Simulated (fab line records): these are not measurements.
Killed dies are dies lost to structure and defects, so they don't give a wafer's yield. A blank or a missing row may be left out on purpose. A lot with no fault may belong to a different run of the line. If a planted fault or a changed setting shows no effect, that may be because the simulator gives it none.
Split-lot trial | flow berkeley-cmos170 | 5 lots, 23 wafers read, on a route of 331 steps

== THE SPLIT ==
At UCB170_CONTACT_COAT_04 (resist thk 900 nm), the setting resist-thk-nm was moved away from the recipe's 900 nm on 9 of the 23 wafers read, by -5.3% to +1.5%. All remaining wafers had this setting at the recipe value.

The reading comes from the split's own step.

== THE READING ==
KrF_of_CONTACT_COAT_04.thk-nm (the simulator's own value, which no gauge read), in nm, at UCB170_CONTACT_COAT_04 (resist thk 900 nm). No usual value for it is given in the file. Average 900.3 nm, standard deviation 1.8 nm, over the 14 wafers here run with the recipe.

wafer  | tool, chamber at the split | resist-thk-nm as run, nm | against the recipe | KrF_of_CONTACT_COAT_04.thk-nm, nm | against lot-mates on the recipe
L075.1 | litho-track-03, 0          | 900                      | recipe             | 899.7                             | -
L075.2 | litho-track-03, 0          | 900                      | recipe             | 902.1                             | -
L075.4 | litho-track-03, 0          | 900                      | recipe             | 900.3                             | -
L074.2 | litho-track-03, 0          | 913.7                    | +1.5%              | 917                               | +17.1
L074.3 | litho-track-03, 0          | 913.7                    | +1.5%              | 915.7                             | +15.8
L074.4 | litho-track-03, 0          | 900                      | recipe             | 898.5                             | -
L074.5 | litho-track-03, 0          | 900                      | recipe             | 899.2                             | -
L074.6 | litho-track-03, 0          | 900                      | recipe             | 902                               | -
L080.1 | litho-track-03, 0          | 900                      | recipe             | 903                               | -
L080.2 | litho-track-03, 0          | 861.8                    | -4.2%              | 864.9                             | -35.5
L080.4 | litho-track-03, 0          | 900                      | recipe             | 897.8                             | -
L080.5 | litho-track-03, 0          | 861.8                    | -4.2%              | 864                               | -36.4
L080.6 | litho-track-03, 0          | 861.8                    | -4.2%              | 861.9                             | -38.5
L083.1 | litho-track-03, 0          | 861.9                    | -4.2%              | 857.2                             | -41.9
L083.3 | litho-track-03, 0          | 900                      | recipe             | 896.6                             | -
L083.4 | litho-track-03, 0          | 900                      | recipe             | 901.5                             | -
L083.5 | litho-track-03, 0          | 900                      | recipe             | 899.2                             | -
L083.6 | litho-track-03, 0          | 861.9                    | -4.2%              | 859.1                             | -40.0
L084.1 | litho-track-02, 0          | 900                      | recipe             | 901.5                             | -
L084.2 | litho-track-02, 0          | 900                      | recipe             | 900.3                             | -
L084.3 | litho-track-02, 0          | 852.5                    | -5.3%              | 853.4                             | -47.8
L084.4 | litho-track-02, 0          | 852.5                    | -5.3%              | 852.9                             | -48.3
L084.6 | litho-track-02, 0          | 900                      | recipe             | 901.9                             | -

FIT RESULTS
A straight line over all 23 wafers: KrF_of_CONTACT_COAT_04.thk-nm changes by +9.18 nm for each +1% of resist-thk-nm; r = +0.99; the points scatter about the line by 2.2 nm.
The same after taking each lot's own level away (the mean of its wafers on the recipe; 23 wafers): +9.21 nm for each +1%; r = +1.00; scatter 1.9 nm.
The reading moves by 49 nm for the largest change in resist-thk-nm, on that fit.
Across the lots, their own levels run from 899.10 to 901.23 nm, a range of 1.2 times the standard deviation given above.
Consequently the slope shifts little with the lot-to-lot level, the two slopes agreeing.
Check: with one of the wafers moved furthest among these (-5.3%) left out of the fit, the line predicts -48.3 nm for it against its lot-mates. It came out at -47.8 nm against them.

== ADDITIONAL SPLITS CARRIED BY THESE WAFERS ==
These wafers also went through other splits before the reading. Each is held against what the fit with the lots' levels taken away leaves over:
other split on the same wafers   | wafers away from the commonest value | r with KrF_of_CONTACT_COAT_04.thk-nm (lot level and that fit taken away)
UCB170_PSD_COAT_01 spin-rpm      | 7                                    | +0.37
UCB170_BACKSIDE_COAT_01 spin-rpm | 5                                    | -0.01

== THE WHOLE CHAIN: every reading that the file lists as answering this split, in the file's order ==
step                    | what it does      | reading                                                                        | change (the file's fit)              | r (the file's)
UCB170_CONTACT_COAT_04  | resist thk 900 nm | KrF_of_CONTACT_COAT_04.thk-nm (the simulator's own value, which no gauge read) | +9.2 nm for each +1% of the setting  | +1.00
UCB170_CONTACT_STRIP_06 | strips in O2      | strip-time-to-endpoint-s                                                       | withheld for each +1% of the setting | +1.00

== FILE'S OWN FIT ==
KrF_of_CONTACT_COAT_04.thk-nm changes by +9.2 nm for each +1% of resist-thk-nm, r = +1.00.
